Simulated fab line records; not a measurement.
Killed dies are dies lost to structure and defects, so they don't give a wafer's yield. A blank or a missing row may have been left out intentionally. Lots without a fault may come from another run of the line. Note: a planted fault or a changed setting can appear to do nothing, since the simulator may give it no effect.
8D (eight disciplines) problem report, filled in by code :: flow berkeley-cmos170 :: the parts of the form that need people (team, actions taken, sign-off) are left out

## 1. WHAT WENT WRONG
At UCB170_M1_COAT_03, spin-speed-rpm averages 3052.6 rpm over 6 wafers from 2 lots, while fault-free wafers read 2999.9 rpm, standard deviation 1.9. Relative to the usual mean, that is a shift of +28 standard deviations.
Earliest sighting: wafer L132.3 on litho-track-01 at day 11 03:22. The record has a number at this step for 42 wafers belonging to 14 lots. The rule behind "out" and "out of limits": a value lying over 4 standard deviations away from the usual mean. Any other wafer with a number is counted as sound.

## 2. WHAT IT IS; WHAT IT IS NOT
question: which readings at this step
is: spin-speed-rpm
is not: -

question: which lots
is: L132, L134
is not: L118, L120, L121, L123, L124, L127, L130, L135, L137, L139, L140, L141

question: which wafers of those lots
is: all that have a number
is not: -

question: read on which tools
is: litho-track-01
is not: litho-track-02, litho-track-04

question: when
is: from day 11 03:22
is not: up to then (21 sound wafers); but 15 sound wafers of L135, L137, L139, L140, L141 came after

## 3. SUSPECTS, AND WHAT RULES EACH OUT
Counting: a tool stays on the suspect list if, at a process step up to the reading, it processed all lots that are out and no sound lot following the first of them.
- litho-track-01 at UCB170_M1_COAT_03: kept. All lots that are out passed through it, beginning with L132 at day 11 03:22, and no sound lot followed; its final sound lot before that point was L123 at day 9 08:38. Its own spin-speed-rpm readings are out on those wafers.
After counting, what remains is litho-track-01 at UCB170_M1_COAT_03.

## 4. THE CAUSE (what the simulator had put in)
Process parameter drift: litho-track-01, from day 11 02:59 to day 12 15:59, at UCB170_M1_COAT_03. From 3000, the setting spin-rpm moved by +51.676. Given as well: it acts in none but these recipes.
After counting, this tool was the only one left.

## 5. THE CHAIN OF EFFECTS, in route order
Each row: a reading where the mean over the struck wafers with a number is more than 3 standard deviations away from the usual. Only readings whose record carries a usual standard deviation are examined. hours: median over the lots of the time between each lot's start at the first step of this table that gives one and its start at this step. sigmas: the change, counted in usual standard deviations.
hours: 0
step: UCB170_M1_COAT_03
reading: spin-speed-rpm
usual: 2999.9 rpm
on struck wafers: 3052.6
change: +52.7
sigmas: +28
The process steps in it:
- UCB170_M1_COAT_03

## 6. WHAT WOULD HAVE CAUGHT IT SOONER
The fault began at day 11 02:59; the first out-of-limits reading in this record came at day 11 03:22, 0 hours later.
